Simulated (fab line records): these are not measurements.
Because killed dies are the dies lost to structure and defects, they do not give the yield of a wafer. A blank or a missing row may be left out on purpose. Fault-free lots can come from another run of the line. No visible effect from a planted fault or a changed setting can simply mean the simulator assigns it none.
Check for tools in common | flow berkeley_cmos170 | Sample size 14 lots and 42 wafers

== WHY IT WAS OPENED ==
At UCB170_NSD_TW_MEAS_10 the reading NSD_TW is flagged on 2 of 14 lots. No-fault wafers: 4177, standard deviation 18.
Rule: a lot is flagged in two cases, either no wafer of it has a number, or all its wafers with numbers fall more than 4 standard deviations from that mean. The rest of the lots are taken to be sound.

lot  | measured     | on            | NSD_TW, wafer by wafer | flag
L187 | day 6 23:22  | film_metro-02 | 4199 4213 4194         |
L188 | day 7 14:44  | film_metro-01 | 4197 4184 4181         |
L191 | day 7 22:32  | film_metro-04 | 4148 4166 4159         |
L190 | day 7 22:52  | film_metro-02 | 4187 4181 4180         |
L193 | day 8 00:22  | film_metro-04 | 4136 4133 4157         |
L196 | day 9 01:07  | film_metro-02 | 4187 4196 4183         |
L195 | day 9 01:30  | film_metro-02 | 4176 4178 4163         |
L200 | day 9 08:11  | film_metro-04 | 4171 4166 4160         |
L202 | day 10 03:42 | film_metro-02 | 4195 4172 4175         |
L204 | day 10 18:04 | film_metro-01 | 4043 4082 4061         | FLAGGED
L209 | day 11 15:45 | film_metro-01 | 4157 4159 4176         |
L205 | day 11 16:08 | film_metro-02 | 4043 4064 4044         | FLAGGED
L207 | day 11 23:55 | film_metro-04 | 4189 4184 4199         |
L208 | day 12 05:40 | film_metro-02 | 4171 4163 4173         |
The numbers of the flagged lots are 4056 on average: -121 against the usual, or -7 standard deviations.

== EACH LOT AND THE TOOL IT RAN ON ==
The record holds 2 process steps before the reading, out of a route of 331 steps. Cell contents, in order: the tool; ch with the chambers the sampled wafers went through; the start.
lot  | flag    | UCB170_NSD_IMPLANT_08           | UCB170_NSD_STRIP_09
L187 |         | implanter-01 ch 0, day 6 23:08  | plasma_asher-01 ch 0,1, day 6 23:16
L188 |         | implanter-02 ch 0, day 7 14:29  | plasma_asher-01 ch 1, day 7 14:38
L191 |         | implanter-01 ch 0, day 7 22:19  | plasma_asher-02 ch 0,1, day 7 22:26
L190 |         | implanter-02 ch 0, day 7 22:38  | plasma_asher-02 ch 0,1, day 7 22:46
L193 |         | implanter-01 ch 0, day 8 00:03  | plasma_asher-01 ch 0,1, day 8 00:12
L196 |         | implanter-02 ch 0, day 9 00:53  | plasma_asher-01 ch 0,1, day 9 01:00
L195 |         | implanter-01 ch 0, day 9 01:15  | plasma_asher-02 ch 0,1, day 9 01:24
L200 |         | implanter-03 ch 0, day 9 07:56  | plasma_asher-01 ch 0,1, day 9 08:05
L202 |         | implanter-03 ch 0, day 10 03:27 | plasma_asher-01 ch 0,1, day 10 03:36
L204 | FLAGGED | implanter-02 ch 0, day 10 17:49 | plasma_asher-02 ch 0,1, day 10 17:58
L209 |         | implanter-03 ch 0, day 11 15:31 | plasma_asher-04 ch 0,1, day 11 15:38
L205 | FLAGGED | implanter-02 ch 0, day 11 15:56 | plasma_asher-04 ch 0,1, day 11 16:02
L207 |         | implanter-01 ch 0, day 11 23:42 | plasma_asher-04 ch 0,1, day 11 23:50
L208 |         | implanter-01 ch 0, day 12 05:25 | plasma_asher-02 ch 0,1, day 12 05:34
What these steps do:
- UCB170_NSD_IMPLANT_08
- UCB170_NSD_STRIP_09: strips in O2.
- UCB170_NSD_TW_MEAS_10

== FLAGGED AGAINST TOTAL, ONE TOOL AT A TIME (gauges that did the reading follow at the end) ==
step                  | tool            | lots run | flagged | share of the flagged lots | sound lots run after its first flagged lot
UCB170_NSD_IMPLANT_08 | implanter-01    | 6        | 0       | none                      | -
UCB170_NSD_IMPLANT_08 | implanter-02    | 5        | 2       | all                       | 0
UCB170_NSD_IMPLANT_08 | implanter-03    | 3        | 0       | none                      | -
UCB170_NSD_STRIP_09   | plasma_asher-01 | 6        | 0       | none                      | -
UCB170_NSD_STRIP_09   | plasma_asher-02 | 5        | 1       | some                      | 1 (L208)
UCB170_NSD_STRIP_09   | plasma_asher-04 | 3        | 1       | some                      | 1 (L207)
UCB170_NSD_TW_MEAS_10 | film_metro-01   | 3        | 1       | some                      | 1 (L209)
UCB170_NSD_TW_MEAS_10 | film_metro-02   | 7        | 1       | some                      | 1 (L208)
UCB170_NSD_TW_MEAS_10 | film_metro-04   | 4        | 0       | none                      | -

== WHAT IS ALLOWED BY THE TABLE ==
Rows of the table that ran each flagged lot: 1, that is implanter-02 at UCB170_NSD_IMPLANT_08.
- implanter-02 at UCB170_NSD_IMPLANT_08: 2 of its 5 lots flagged. Last sound lot L196 at day 9 00:53, first flagged lot L204 at day 10 17:49; a fault beginning in between fits. Its own readings lie more than 4 standard deviations out on every wafer of the flagged lots: beam_on_s, faraday_current_uA.
implanter-02 at UCB170_NSD_IMPLANT_08 is the single tool remaining.

== WHAT THE SIMULATOR HAD INSERTED ==
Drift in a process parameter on implanter-02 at UCB170_NSD_IMPLANT_08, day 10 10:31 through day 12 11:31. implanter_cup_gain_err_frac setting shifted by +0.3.
Struck lots among those shown: L204, L205. This agrees with what the rule above found.
